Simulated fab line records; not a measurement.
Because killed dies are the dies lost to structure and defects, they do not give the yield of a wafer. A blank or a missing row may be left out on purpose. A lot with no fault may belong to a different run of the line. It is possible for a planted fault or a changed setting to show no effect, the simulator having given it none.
fab line records ; flow ritCmos
record: lots: 16; wafers: 48; lastDay: 6
route steps=202 shown NWELL@34 REOX@102 SPACER@129 PSD@150 M1@202
lots that met no fault: from a run of the same line without faults
startH: start of the lot's first displayed wafer, in hours after the record's first day ; waitH: time in hours since the lot's previous step ; " the same as in the row above ; L1.1+2: a row that stands for several wafers ; - either no value or no given start ; * or withheld: withheld ; < > ~ a bound
route shown NAME@n: NAME is a module with steps in the file, n the number in the route of the first one ; usual: mean/standard deviation of fault-free wafers ; same: alike in all rows ; chamber/n: place in a boat ; sites: each site's reading ; _std_site: how widely they spread, as a standard deviation ; _edge_site: mean of outer sites minus mean of inner sites ; radiusMm: how far each site lies from the wafer's centre ; mask NAME#n: copy n ; behind: the last tool/chamber to shape the wafer ; hold: what put the lot on hold/how long, in hours/how the hold closed ; device: names the non-switching transistor (n, p or np) ; end of line: the same wafers' tests at the end of the route ; a step with no rows: only its recipe ; killed: count of dies lost to structure and defects at first sort (not the wafer's yield) ; map: a wafer's dies, x killed, . not, _ none there
set.NAME: setting as actually run; set.NAME@STEP: the setting as run at that earlier step ; model.NAME: the simulator's own value behind a step, which no gauge read
steps of the route over a sample of lots; a table a step, a row a wafer
services: a tool's chamber out of use, with start hour (startH, from the record's first day; less than 0 if before it), hours out, and reason
== steps ==
step: RIT_NWELL_OVL_MEAS_06
usual: NWELL_OVL: 0.7/1.5
lot.wafer;tool;chamber;startH;waitH;NWELL_OVL[nm]
L102.2;overlay-01;-;21.77;-;-1.5
L102.5;overlay-01;-;21.77;-;0.6
L102.6;overlay-01;-;21.77;-;0.3
L103.1;overlay-01;-;30.72;-;1.1
L103.4;overlay-01;-;30.72;-;1.9
L103.6;overlay-01;-;30.72;-;0.1
L104.2;overlay-02;-;31.31;-;0.8
L104.5;overlay-02;-;31.31;-;2.4
L104.6;overlay-02;-;31.31;-;3.8
L105.2;overlay-01;-;41.63;-;2.8
L105.3;overlay-01;-;41.63;-;1.9
L105.6;overlay-01;-;41.63;-;2.6
L106.1;overlay-01;-;44.79;-;-0.1
L106.2;overlay-01;-;44.79;-;1.4
L106.6;overlay-01;-;44.79;-;1.0
L107.2;overlay-01;-;52.25;-;1.0
L107.4;overlay-01;-;52.25;-;-0.1
L107.6;overlay-01;-;52.25;-;-2.1
L108.1;overlay-02;-;52.56;-;1.7
L108.4;overlay-02;-;52.56;-;3.0
L108.6;overlay-02;-;52.56;-;0.0
L109.1;overlay-01;-;57.12;-;1.3
L109.4;overlay-01;-;57.12;-;0.9
L109.6;overlay-01;-;57.12;-;0.7
L110.1;overlay-01;-;62.74;-;1.5
L110.2;overlay-01;-;62.74;-;0.3
L110.3;overlay-01;-;62.74;-;-0.2
L111.1;overlay-01;-;67.01;-;1.3
L111.2;overlay-01;-;67.01;-;0.6
L111.4;overlay-01;-;67.01;-;0.5
L112.1;overlay-02;-;72.35;-;0.9
L112.2;overlay-02;-;72.35;-;1.7
L112.4;overlay-02;-;72.35;-;0.4
L113.1;overlay-02;-;77.23;-;-1.5
L113.2;overlay-02;-;77.23;-;1.6
L113.6;overlay-02;-;77.23;-;-0.2
L114.2;overlay-01;-;83.63;-;0.5
L114.4;overlay-01;-;83.63;-;0.6
L114.5;overlay-01;-;83.63;-;2.1
L115.2;overlay-02;-;86.61;-;2.9
L115.3;overlay-02;-;86.61;-;1.0
L115.4;overlay-02;-;86.61;-;1.3
L116.2;overlay-01;-;92.54;-;-1.8
L116.5;overlay-01;-;92.54;-;-0.6
L116.6;overlay-01;-;92.54;-;0.9
L117.1;overlay-02;-;98.59;-;3.1
L117.2;overlay-02;-;98.59;-;2.2
L117.6;overlay-02;-;98.59;-;0.9
step: RIT_REOX_THK_MEAS_04
recipe: reads: SiO2_of_REOX_OXIDATION_03
usual: REOX_OXIDE_THK: 25.1/0.43
lot.wafer;tool;chamber;startH;waitH;REOX_OXIDE_THK[nm]
L102.2;filmMetro-04;-;49.67;0.0;24.9
L102.5;filmMetro-04;-;49.67;0.0;25.6
L102.6;filmMetro-04;-;49.67;0.0;25.3
L103.1;filmMetro-02;-;52.21;0.0;24.8
L103.4;filmMetro-02;-;52.21;0.0;25.2
L103.6;filmMetro-02;-;52.21;0.0;25.2
L104.2;filmMetro-04;-;52.22;0.0;24.7
L104.5;filmMetro-04;-;52.22;0.0;25.0
L104.6;filmMetro-04;-;52.22;0.0;24.8
L105.2;filmMetro-04;-;62.19;0.0;25.4
L105.3;filmMetro-04;-;62.19;0.0;25.1
L105.6;filmMetro-04;-;62.19;0.0;25.3
L106.1;filmMetro-01;-;67.54;0.0;25.1
L106.2;filmMetro-01;-;67.54;0.0;25.2
L106.6;filmMetro-01;-;67.54;0.0;25.2
L107.2;filmMetro-02;-;71.73;0.0;25.5
L107.4;filmMetro-02;-;71.73;0.0;25.2
L107.6;filmMetro-02;-;71.73;0.0;25.4
L108.1;filmMetro-01;-;75.82;0.0;24.8
L108.4;filmMetro-01;-;75.82;0.0;24.9
L108.6;filmMetro-01;-;75.82;0.0;24.0
L109.1;filmMetro-01;-;80.42;0.0;24.4
L109.4;filmMetro-01;-;80.42;0.0;24.2
L109.6;filmMetro-01;-;80.42;0.0;24.7
L110.1;filmMetro-02;-;85.85;0.0;24.6
L110.2;filmMetro-02;-;85.85;0.0;24.9
L110.3;filmMetro-02;-;85.85;0.0;25.0
L111.1;filmMetro-04;-;90.53;0.0;25.9
L111.2;filmMetro-04;-;90.53;0.0;25.8
L111.4;filmMetro-04;-;90.53;0.0;25.9
L112.1;filmMetro-02;-;93.60;0.0;24.4
L112.2;filmMetro-02;-;93.60;0.0;24.1
L112.4;filmMetro-02;-;93.60;0.0;24.3
L113.1;filmMetro-04;-;100.34;0.0;25.8
L113.2;filmMetro-04;-;100.34;0.0;25.7
L113.6;filmMetro-04;-;100.34;0.0;25.5
L114.2;filmMetro-01;-;105.44;0.0;25.2
L114.4;filmMetro-01;-;105.44;0.0;25.3
L114.5;filmMetro-01;-;105.44;0.0;25.4
L115.2;filmMetro-02;-;109.92;0.0;25.3
L115.3;filmMetro-02;-;109.92;0.0;25.4
L115.4;filmMetro-02;-;109.92;0.0;25.2
L116.2;filmMetro-04;-;113.68;0.0;24.8
L116.5;filmMetro-04;-;113.68;0.0;25.0
L116.6;filmMetro-04;-;113.68;0.0;24.8
L117.1;filmMetro-01;-;121.58;0.0;25.1
L117.2;filmMetro-01;-;121.58;0.0;25.3
L117.6;filmMetro-01;-;121.58;0.0;25.2
step: RIT_SPACER_THK_MEAS_04
recipe: reads: Si3N4_of_SPACER_CVD_03
usual: SPACER_NITRIDE_THK: 250.7/2.3
lot.wafer;tool;chamber;startH;waitH;SPACER_NITRIDE_THK[nm]
L102.2;filmMetro-02;-;56.39;0.0;247.8
L102.5;filmMetro-02;-;56.39;0.0;248.5
L102.6;filmMetro-02;-;56.39;0.0;247.8
L103.1;filmMetro-02;-;58.30;0.0;252.2
L103.4;filmMetro-02;-;58.30;0.0;253.1
L103.6;filmMetro-02;-;58.30;0.0;252.7
L104.2;filmMetro-04;-;58.31;0.0;249.5
L104.5;filmMetro-04;-;58.31;0.0;249.8
L104.6;filmMetro-04;-;58.31;0.0;248.7
L105.2;filmMetro-02;-;67.59;0.0;251.3
L105.3;filmMetro-02;-;67.59;0.0;250.7
L105.6;filmMetro-02;-;67.59;0.0;251.3
L106.1;filmMetro-02;-;73.21;0.0;254.6
L106.2;filmMetro-02;-;73.21;0.0;255.3
L106.6;filmMetro-02;-;73.21;0.0;254.9
L107.2;filmMetro-02;-;77.51;0.0;251.0
L107.4;filmMetro-02;-;77.51;0.0;250.8
L107.6;filmMetro-02;-;77.51;0.0;249.9
L108.1;filmMetro-04;-;81.37;0.0;247.5
L108.4;filmMetro-04;-;81.37;0.0;246.8
L108.6;filmMetro-04;-;81.37;0.0;247.0
L109.1;filmMetro-04;-;86.71;0.0;250.5
L109.4;filmMetro-04;-;86.71;0.0;249.7
L109.6;filmMetro-04;-;86.71;0.0;249.7
L110.1;filmMetro-03;-;92.13;0.0;251.0
L110.2;filmMetro-03;-;92.13;0.0;248.5
L110.3;filmMetro-03;-;92.13;0.0;251.4
L111.1;filmMetro-02;-;96.23;0.0;252.1
L111.2;filmMetro-02;-;96.23;0.0;252.4
L111.4;filmMetro-02;-;96.23;0.0;252.4
L112.1;filmMetro-04;-;100.01;0.0;248.1
L112.2;filmMetro-04;-;100.01;0.0;248.6
L112.4;filmMetro-04;-;100.01;0.0;247.6
L113.1;filmMetro-03;-;106.15;0.0;252.2
L113.2;filmMetro-03;-;106.15;0.0;254.1
L113.6;filmMetro-03;-;106.15;0.0;256.2
L114.2;filmMetro-02;-;110.89;0.0;251.3
L114.4;filmMetro-02;-;110.89;0.0;250.3
L114.5;filmMetro-02;-;110.89;0.0;251.8
L115.2;filmMetro-03;-;115.25;0.0;250.6
L115.3;filmMetro-03;-;115.25;0.0;250.7
L115.4;filmMetro-03;-;115.25;0.0;249.8
L116.2;filmMetro-02;-;119.24;0.0;254.7
L116.5;filmMetro-02;-;119.24;0.0;252.3
L116.6;filmMetro-02;-;119.24;0.0;254.8
L117.1;filmMetro-03;-;127.07;0.0;248.7
L117.2;filmMetro-03;-;127.07;0.0;247.8
L117.6;filmMetro-03;-;127.07;0.0;250.8
step: RIT_PSD_IMPLANT_08
recipe: species: BF2; energyKev: 27; doseCm2: 5e+15; tiltDeg: 7
usual: implantIonAmu: 49/0
lot.wafer;tool;chamber;startH;waitH;implantIonAmu
L102.2;implanter-03;0;59.13;0.1;49
L102.5;implanter-03;0;59.13;0.1;49
L102.6;implanter-03;0;59.13;0.1;49
L104.2;implanter-03;0;61.12;0.1;49
L104.5;implanter-03;0;61.12;0.1;49
L104.6;implanter-03;0;61.12;0.1;49
L103.1;implanter-02;0;61.21;0.1;49
L103.4;implanter-02;0;61.21;0.1;49
L103.6;implanter-02;0;61.21;0.1;49
L105.2;implanter-03;0;70.53;0.1;49
L105.3;implanter-03;0;70.53;0.1;49
L105.6;implanter-03;0;70.53;0.1;49
L106.1;implanter-01;0;75.88;0.1;49
L106.2;implanter-01;0;75.88;0.1;49
L106.6;implanter-01;0;75.88;0.1;49
L107.2;implanter-03;0;80.44;0.1;49
L107.4;implanter-03;0;80.44;0.1;49
L107.6;implanter-03;0;80.44;0.1;49
L108.1;implanter-01;0;84.16;0.1;49
L108.4;implanter-01;0;84.16;0.1;49
L108.6;implanter-01;0;84.16;0.1;49
L109.1;implanter-01;0;89.65;0.1;49
L109.4;implanter-01;0;89.65;0.1;49
L109.6;implanter-01;0;89.65;0.1;49
L110.1;implanter-01;0;95.31;0.1;49
L110.2;implanter-01;0;95.31;0.1;49
L110.3;implanter-01;0;95.31;0.1;49
L111.1;implanter-03;0;99.15;0.1;49
L111.2;implanter-03;0;99.15;0.1;49
L111.4;implanter-03;0;99.15;0.1;49
L112.1;implanter-01;0;103.02;0.1;49
L112.2;implanter-01;0;103.02;0.1;49
L112.4;implanter-01;0;103.02;0.1;49
L113.1;implanter-03;0;109.03;0.1;49
L113.2;implanter-03;0;109.03;0.1;49
L113.6;implanter-03;0;109.03;0.1;49
L114.2;implanter-02;0;113.82;0.1;11
L114.4;implanter-02;0;113.82;0.1;11
L114.5;implanter-02;0;113.82;0.1;11
L115.2;implanter-03;0;118.17;0.1;11
L115.3;implanter-03;0;118.17;0.1;11
L115.4;implanter-03;0;118.17;0.1;11
L116.2;implanter-03;0;122.04;0.1;11
L116.5;implanter-03;0;122.04;0.1;11
L116.6;implanter-03;0;122.04;0.1;11
L117.1;implanter-03;0;129.86;0.1;11
L117.2;implanter-03;0;129.86;0.1;11
L117.6;implanter-03;0;129.86;0.1;11
step: RIT_PSD_TW_MEAS_10
usual: PSD_TW: 3448/31
lot.wafer;tool;chamber;startH;waitH;PSD_TW
L102.2;filmMetro-02;-;59.44;0.1;3463
L102.5;filmMetro-02;-;59.44;0.1;3458
L102.6;filmMetro-02;-;59.44;0.1;3450
L104.2;filmMetro-01;-;61.43;0.1;3475
L104.5;filmMetro-01;-;61.43;0.1;3482
L104.6;filmMetro-01;-;61.43;0.1;3482
L103.1;filmMetro-02;-;61.53;0.1;3438
L103.4;filmMetro-02;-;61.53;0.1;3458
L103.6;filmMetro-02;-;61.53;0.1;3462
L105.2;filmMetro-02;-;70.84;0.1;3449
L105.3;filmMetro-02;-;70.84;0.1;3434
L105.6;filmMetro-02;-;70.84;0.1;3436
L106.1;filmMetro-02;-;76.21;0.1;3437
L106.2;filmMetro-02;-;76.21;0.1;3458
L106.6;filmMetro-02;-;76.21;0.1;3450
L107.2;filmMetro-02;-;80.75;0.1;3446
L107.4;filmMetro-02;-;80.75;0.1;3457
L107.6;filmMetro-02;-;80.75;0.1;3458
L108.1;filmMetro-02;-;84.49;0.1;3452
L108.4;filmMetro-02;-;84.49;0.1;3463
L108.6;filmMetro-02;-;84.49;0.1;3472
L109.1;filmMetro-03;-;89.97;0.1;3382
L109.4;filmMetro-03;-;89.97;0.1;3381
L109.6;filmMetro-03;-;89.97;0.1;3391
L110.1;filmMetro-01;-;95.63;0.1;3474
L110.2;filmMetro-01;-;95.63;0.1;3481
L110.3;filmMetro-01;-;95.63;0.1;3472
L111.1;filmMetro-02;-;99.48;0.1;3436
L111.2;filmMetro-02;-;99.48;0.1;3438
L111.4;filmMetro-02;-;99.48;0.1;3429
L112.1;filmMetro-01;-;103.34;0.1;3474
L112.2;filmMetro-01;-;103.34;0.1;3463
L112.4;filmMetro-01;-;103.34;0.1;3469
L113.1;filmMetro-02;-;109.36;0.1;3453
L113.2;filmMetro-02;-;109.36;0.1;3450
L113.6;filmMetro-02;-;109.36;0.1;3447
L114.2;filmMetro-02;-;114.13;0.1;2922
L114.4;filmMetro-02;-;114.13;0.1;2928
L114.5;filmMetro-02;-;114.13;0.1;2915
L115.2;filmMetro-01;-;118.48;0.1;2938
L115.3;filmMetro-01;-;118.48;0.1;2934
L115.4;filmMetro-01;-;118.48;0.1;2933
L116.2;filmMetro-02;-;122.35;0.1;2888
L116.5;filmMetro-02;-;122.35;0.1;2904
L116.6;filmMetro-02;-;122.35;0.1;2888
L117.1;filmMetro-02;-;130.19;0.1;2904
L117.2;filmMetro-02;-;130.19;0.1;2913
L117.6;filmMetro-02;-;130.19;0.1;2902
step: RIT_SDANNEAL_RS_MEAS_04
recipe: thkMeasGauge: four-point-probe
usual: PSD_RS: 115.98/0.24
lot.wafer;tool;chamber;startH;waitH;PSD_RS[ohm/sq]
L102.2;filmMetro-01;-;59.97;0.1;115.96
L102.5;filmMetro-01;-;59.97;0.1;115.95
L102.6;filmMetro-01;-;59.97;0.1;115.92
L104.2;filmMetro-02;-;61.99;0.1;116.09
L104.5;filmMetro-02;-;61.99;0.1;115.70
L104.6;filmMetro-02;-;61.99;0.1;116.17
L103.1;filmMetro-01;-;62.08;0.0;115.76
L103.4;filmMetro-01;-;62.08;0.0;115.95
L103.6;filmMetro-01;-;62.08;0.0;115.74
L105.2;filmMetro-03;-;71.34;0.1;116.16
L105.3;filmMetro-03;-;71.34;0.1;116.07
L105.6;filmMetro-03;-;71.34;0.1;115.91
L106.1;filmMetro-01;-;76.71;0.0;116.21
L106.2;filmMetro-01;-;76.71;0.0;115.91
L106.6;filmMetro-01;-;76.71;0.0;115.76
L107.2;filmMetro-03;-;81.28;0.1;116.36
L107.4;filmMetro-03;-;81.28;0.1;116.39
L107.6;filmMetro-03;-;81.28;0.1;116.29
L108.1;filmMetro-03;-;84.99;0.0;116.22
L108.4;filmMetro-03;-;84.99;0.0;116.13
L108.6;filmMetro-03;-;84.99;0.0;115.75
L109.1;filmMetro-01;-;90.46;0.0;115.78
L109.4;filmMetro-01;-;90.46;0.0;115.96
L109.6;filmMetro-01;-;90.46;0.0;115.84
L110.1;filmMetro-03;-;96.12;0.0;115.68
L110.2;filmMetro-03;-;96.12;0.0;115.81
L110.3;filmMetro-03;-;96.12;0.0;115.84
L111.1;filmMetro-03;-;99.96;0.0;116.12
L111.2;filmMetro-03;-;99.96;0.0;116.20
L111.4;filmMetro-03;-;99.96;0.0;116.11
L112.1;filmMetro-02;-;103.83;0.0;116.08
L112.2;filmMetro-02;-;103.83;0.0;115.81
L112.4;filmMetro-02;-;103.83;0.0;116.27
L113.1;filmMetro-01;-;109.86;0.0;116.09
L113.2;filmMetro-01;-;109.86;0.0;115.83
L113.6;filmMetro-01;-;109.86;0.0;116.12
L114.2;filmMetro-03;-;114.64;0.1;44.96
L114.4;filmMetro-03;-;114.64;0.1;45.01
L114.5;filmMetro-03;-;114.64;0.1;44.96
L115.2;filmMetro-03;-;118.98;0.1;45.13
L115.3;filmMetro-03;-;118.98;0.1;45.13
L115.4;filmMetro-03;-;118.98;0.1;45.14
L116.2;filmMetro-01;-;122.86;0.1;45.08
L116.5;filmMetro-01;-;122.86;0.1;44.93
L116.6;filmMetro-01;-;122.86;0.1;45.11
L117.1;filmMetro-02;-;130.69;0.0;45.09
L117.2;filmMetro-02;-;130.69;0.0;45.22
L117.6;filmMetro-02;-;130.69;0.0;45.13
step: RIT_M1_PROBE_99
usual: killed_at_M0_to_M3: 0.0/0.083; killedAtContacts: 0.1/0.31; killedAtFrontEnd: 6.3/2.7; killedDies: 6.4/2.7; killedOnRim: 1.7/1.4; killedOpen: 3.3/2; killedShort: 3/1.8
same: grossDies: 264; killed_at_M4_up: 0; killedAtBackSide: 0; killedAtOther: 0
lot.wafer;tool;chamber;startH;waitH;killed_at_M0_to_M3;killedAtContacts;killedAtFrontEnd;killedDies;killedOnRim;killedOpen;killedShort
L102.2;prober-01;-;67.85;0.1;0;0;4;4;2;1;3
L102.5;prober-01;-;68.00;0.2;0;0;6;6;2;2;4
L102.6;prober-01;-;68.05;0.2;0;0;6;6;1;3;3
L104.2;prober-02;-;69.38;0.1;0;0;8;8;2;3;5
L104.5;prober-02;-;69.53;0.2;0;0;8;8;6;4;4
L104.6;prober-02;-;69.58;0.2;0;0;7;7;1;3;4
L103.1;prober-01;-;70.83;0.1;0;0;2;2;0;2;0
L103.4;prober-01;-;70.98;0.2;0;0;5;5;1;1;4
L103.6;prober-01;-;71.08;0.2;0;0;6;6;1;2;4
L105.2;prober-02;-;78.96;0.1;0;0;6;6;0;3;3
L105.3;prober-02;-;79.01;0.2;0;0;8;8;3;4;4
L105.6;prober-02;-;79.16;0.2;0;0;5;5;2;3;2
L106.1;prober-01;-;84.12;0.1;0;0;4;4;2;3;1
L106.2;prober-01;-;84.17;0.1;0;0;4;4;1;3;1
L106.6;prober-01;-;84.37;0.2;0;0;5;5;0;2;3
L107.2;prober-02;-;89.48;0.1;0;0;2;2;0;1;1
L107.4;prober-02;-;89.58;0.2;0;0;3;3;0;0;3
L107.6;prober-02;-;89.68;0.2;0;0;4;4;0;3;1
L108.1;prober-01;-;92.48;0.1;0;0;8;8;2;4;4
L108.4;prober-01;-;92.63;0.2;0;0;4;4;1;3;1
L108.6;prober-01;-;92.73;0.2;0;0;3;3;0;0;3
L109.1;prober-02;-;97.99;0.1;0;0;9;9;4;4;5
L109.4;prober-02;-;98.14;0.2;0;0;8;8;2;6;2
L109.6;prober-02;-;98.24;0.2;0;0;11;11;2;7;4
L110.1;prober-01;-;103.87;0.1;0;0;4;4;1;2;2
L110.2;prober-01;-;103.92;0.1;0;0;8;8;2;6;2
L110.3;prober-01;-;103.97;0.2;0;0;6;6;2;5;1
L111.1;prober-02;-;107.37;0.1;0;0;10;10;2;4;5
L111.2;prober-02;-;107.42;0.1;0;0;5;5;1;2;3
L111.4;prober-02;-;107.52;0.2;0;0;5;5;0;2;2
L112.1;prober-01;-;111.20;0.1;0;0;8;8;1;3;5
L112.2;prober-01;-;111.25;0.1;0;0;9;9;2;3;6
L112.4;prober-01;-;111.35;0.2;0;0;9;9;1;5;2
L113.1;prober-02;-;117.40;0.1;0;0;9;9;2;4;5
L113.2;prober-02;-;117.45;0.1;0;0;6;6;3;5;1
L113.6;prober-02;-;117.65;0.2;0;0;3;3;0;2;1
L114.2;prober-02;-;122.31;0.1;0;0;4;4;2;2;2
L114.4;prober-02;-;122.41;0.2;0;0;13;13;6;10;3
L114.5;prober-02;-;122.46;0.2;0;0;3;3;1;3;0
L115.2;prober-01;-;126.51;0.1;0;1;6;7;1;3;4
L115.3;prober-01;-;126.56;0.2;0;1;7;8;1;3;5
L115.4;prober-01;-;126.61;0.2;0;0;7;7;3;4;3
L116.2;prober-02;-;130.17;0.1;0;0;6;6;1;4;2
L116.5;prober-02;-;130.32;0.2;0;0;9;9;3;3;6
L116.6;prober-02;-;130.37;0.2;0;0;4;4;0;3;1
L117.1;prober-01;-;138.09;0.1;1;0;8;9;2;4;5
L117.2;prober-01;-;138.14;0.1;0;0;7;7;3;3;3
L117.6;prober-01;-;138.34;0.2;0;0;5;5;0;3;2
killed by level:class
L102.2 FOX1:geometricParticle:short=1 GATE:geometricParticle:short=1 REOX:geometricParticle:open=1 SILICIDE:geometricParticle:short=1
L102.5 ACTIVE:geometricParticle:short=1 FOX1:geometricParticle:short=1 REOX:geometricParticle:open=1 SPACER:geometricParticle:short=1 SPACER:geometricParticle:open=1 SILICIDE:geometricParticle:short=1
L102.6 GATE:geometricParticle:open=2 SILICIDE:geometricParticle:short=2 FOX1:geometricParticle:open=1 FOX1:geometricParticle:short=1
L104.2 FOX2:geometricParticle:short=2 REOX:geometricParticle:short=2 ACTIVE:geometricParticle:open=1 GATE:geometricParticle:open=1 GATE:geometricParticle:short=1 SILICIDE:geometricParticle:open=1
L104.5 FOX1:geometricParticle:short=2 SPACER:geometricParticle:open=2 FOX2:geometricParticle:open=1 FOX2:geometricParticle:short=1 REOX:geometricParticle:open=1 SILICIDE:geometricParticle:short=1
L104.6 GATE:geometricParticle:short=2 SILICIDE:geometricParticle:open=2 REOX:geometricParticle:short=1 REOX:geometricParticle:open=1 SPACER:geometricParticle:short=1
L103.1 FOX1:geometricParticle:open=1 SPACER:geometricParticle:open=1
L103.4 GATE:geometricParticle:short=2 FOX1:geometricParticle:short=1 REOX:geometricParticle:open=1 SILICIDE:geometricParticle:short=1
L103.6 GATE:geometricParticle:short=2 FOX1:geometricParticle:short=1 REOX:geometricParticle:short=1 REOX:geometricParticle:open=1 SPACER:geometricParticle:open=1
L105.2 SPACER:geometricParticle:short=2 GATE:geometricParticle:open=1 REOX:geometricParticle:open=1 SPACER:geometricParticle:open=1 SILICIDE:geometricParticle:short=1
L105.3 FOX2:geometricParticle:short=2 GATE:geometricParticle:open=2 ACTIVE:geometricParticle:open=1 FOX1:geometricParticle:short=1 GATE:geometricParticle:short=1 REOX:geometricParticle:open=1
L105.6 GATE:geometricParticle:short=2 FOX1:geometricParticle:open=1 GATE:geometricParticle:open=1 SILICIDE:geometricParticle:open=1
L106.1 FOX1:geometricParticle:open=1 GATE:geometricParticle:short=1 REOX:geometricParticle:open=1 SILICIDE:geometricParticle:open=1
L106.2 GATE:geometricParticle:open=2 FOX1:geometricParticle:open=1 REOX:geometricParticle:short=1
L106.6 GATE:geometricParticle:short=2 GATE:geometricParticle:open=1 SPACER:geometricParticle:short=1 SPACER:geometricParticle:open=1
L107.2 GATE:geometricParticle:short=1 REOX:geometricParticle:open=1
L107.4 GATE:geometricParticle:short=1 REOX:geometricParticle:short=1 SPACER:geometricParticle:short=1
L107.6 FOX2:geometricParticle:open=1 GATE:geometricParticle:open=1 SPACER:geometricParticle:short=1 SPACER:geometricParticle:open=1
L108.1 FOX1:geometricParticle:open=2 GATE:geometricParticle:short=2 FOX1:geometricParticle:short=1 FOX2:geometricParticle:open=1 GATE:geometricParticle:open=1 REOX:geometricParticle:short=1
L108.4 FOX1:geometricParticle:open=1 REOX:geometricParticle:short=1 REOX:geometricParticle:open=1 SPACER:geometricParticle:open=1
L108.6 FOX1:geometricParticle:short=1 GATE:geometricParticle:short=1 REOX:geometricParticle:short=1
L109.1 GATE:geometricParticle:short=2 GATE:geometricParticle:open=2 SILICIDE:geometricParticle:short=2 FOX1:geometricParticle:open=1 REOX:geometricParticle:open=1 SPACER:geometricParticle:short=1
L109.4 GATE:geometricParticle:open=2 GATE:geometricParticle:short=2 FOX1:geometricParticle:open=1 REOX:geometricParticle:open=1 SPACER:geometricParticle:open=1 SILICIDE:geometricParticle:open=1
L109.6 GATE:geometricParticle:open=5 SPACER:geometricParticle:short=2 FOX2:geometricParticle:open=1 GATE:geometricParticle:short=1 REOX:geometricParticle:short=1 REOX:geometricParticle:open=1
L110.1 GATE:geometricParticle:open=1 GATE:geometricParticle:short=1 REOX:geometricParticle:open=1 SILICIDE:geometricParticle:short=1
L110.2 FOX1:geometricParticle:open=2 GATE:geometricParticle:open=2 FOX1:geometricParticle:short=1 FOX2:geometricParticle:open=1 REOX:geometricParticle:open=1 REOX:geometricParticle:short=1
L110.3 GATE:geometricParticle:open=3 FOX1:geometricParticle:open=1 SPACER:geometricParticle:short=1 SILICIDE:geometricParticle:open=1
L111.1 GATE:geometricParticle:short=3 FOX2:geometricParticle:open=1 GATE:geometricParticle:open=1 REOX:geometricParticle:short=1 REOX:geometricParticle:open=1 SILICIDE:geometricParticle:open=1 SILICIDE:geometricParticle:short=1 ACTIVE:coatMicrobubblePrinted=1
L111.2 SPACER:geometricParticle:short=2 GATE:geometricParticle:short=1 GATE:geometricParticle:open=1 SILICIDE:geometricParticle:open=1
L111.4 GATE:geometricParticle:short=1 REOX:geometricParticle:open=1 SILICIDE:geometricParticle:short=1 SILICIDE:geometricParticle:open=1 ACTIVE:coatMicrobubblePrinted=1
L112.1 GATE:geometricParticle:open=2 GATE:geometricParticle:short=2 FOX1:geometricParticle:short=1 FOX1:geometricParticle:open=1 REOX:geometricParticle:short=1 SILICIDE:geometricParticle:short=1
L112.2 GATE:geometricParticle:short=3 GATE:geometricParticle:open=2 FOX1:geometricParticle:short=1 SPACER:geometricParticle:short=1 SILICIDE:geometricParticle:short=1 SILICIDE:geometricParticle:open=1
L112.4 FOX1:geometricParticle:open=2 SILICIDE:geometricParticle:open=2 NLDD:coatMicrobubblePrinted=2 FOX1:geometricParticle:short=1 GATE:geometricParticle:short=1 GATE:geometricParticle:open=1
L113.1 REOX:geometricParticle:short=2 GATE:geometricParticle:open=2 FOX1:geometricParticle:open=1 FOX1:geometricParticle:short=1 GATE:geometricParticle:short=1 SPACER:geometricParticle:short=1 SILICIDE:geometricParticle:open=1
L113.2 GATE:geometricParticle:open=3 FOX1:geometricParticle:short=1 FOX2:geometricParticle:open=1 SPACER:geometricParticle:open=1
L113.6 GATE:geometricParticle:short=1 REOX:geometricParticle:open=1 SPACER:geometricParticle:open=1
L114.2 GATE:geometricParticle:open=2 GATE:geometricParticle:short=1 SILICIDE:geometricParticle:short=1
L114.4 GATE:geometricParticle:open=7 SILICIDE:geometricParticle:open=2 FOX1:geometricParticle:short=1 REOX:geometricParticle:open=1 SPACER:geometricParticle:short=1 SILICIDE:geometricParticle:short=1
L114.5 GATE:geometricParticle:open=2 REOX:geometricParticle:open=1
L115.2 REOX:geometricParticle:open=2 FOX2:geometricParticle:short=1 GATE:geometricParticle:open=1 GATE:geometricParticle:short=1 SPACER:geometricParticle:short=1 CONTACT:geometricParticle:short=1
L115.3 GATE:geometricParticle:short=4 GATE:geometricParticle:open=2 FOX1:geometricParticle:open=1 CONTACT:geometricParticle:short=1
L115.4 GATE:geometricParticle:open=2 FOX1:geometricParticle:short=1 REOX:geometricParticle:open=1 REOX:geometricParticle:short=1 SPACER:geometricParticle:open=1 SPACER:geometricParticle:short=1
L116.2 GATE:geometricParticle:open=2 REOX:geometricParticle:open=1 REOX:geometricParticle:short=1 SPACER:geometricParticle:open=1 SPACER:geometricParticle:short=1
L116.5 FOX2:geometricParticle:short=2 FOX2:geometricParticle:open=2 GATE:geometricParticle:short=2 FOX1:geometricParticle:short=1 REOX:geometricParticle:open=1 REOX:geometricParticle:short=1
L116.6 GATE:geometricParticle:open=2 REOX:geometricParticle:short=1 REOX:geometricParticle:open=1
L117.1 FOX1:geometricParticle:short=2 REOX:geometricParticle:open=2 SPACER:geometricParticle:short=2 FOX1:geometricParticle:open=1 GATE:geometricParticle:short=1 M1:geometricParticle:open=1
L117.2 GATE:geometricParticle:short=2 GATE:geometricParticle:open=1 REOX:geometricParticle:open=1 SILICIDE:geometricParticle:open=1 SILICIDE:geometricParticle:short=1 NRETRO:coatMicrobubblePrinted=1
L117.6 FOX2:geometricParticle:open=2 GATE:geometricParticle:short=2 FOX1:geometricParticle:open=1
== services ==
tool;chamber;startH;hours;kind
implanter-01;-;112.60;2.9;repair
implanter-02;-;122.15;2.2;repair
== key ==
firstSign: step: RIT_PSD_IMPLANT_08; reading: implantIonAmu; direction: down; sigmas: 99+; usual: 49; struck: 11
effect: step: RIT_PSD_TW_MEAS_10; reading: PSD_TW; direction: down; sigmas: 17; usual: 3448; struck: 2914
effect: step: RIT_SDANNEAL_RS_MEAS_04; reading: PSD_RS; direction: down; sigmas: 99+; usual: 115.98; struck: 45.08
metAt RIT_PSD_IMPLANT_08
struckLots L114,L115,L116,L117
testerLeftOut L114,L115,L116,L117
notActingAt RIT_NWELL_OVL_MEAS_06,RIT_REOX_THK_MEAS_04,RIT_SPACER_THK_MEAS_04
onsetBetween 109.03 113.82
fault: kind: wrongRecipeDownload; tool: implanter-01,implanter-02,implanter-03; chamber: -; onsetH: 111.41; steps: RIT_PSD_IMPLANT_08; wrongRecipe.notListed: 1
testerLeftOut: of these lots the tester's yield and bins aren't shown, on N5 and GAA mostly nor the transistor test; their killed dies are dies lost to structure and defects alone, not to doping, threshold or leakage, so they don't give the yield
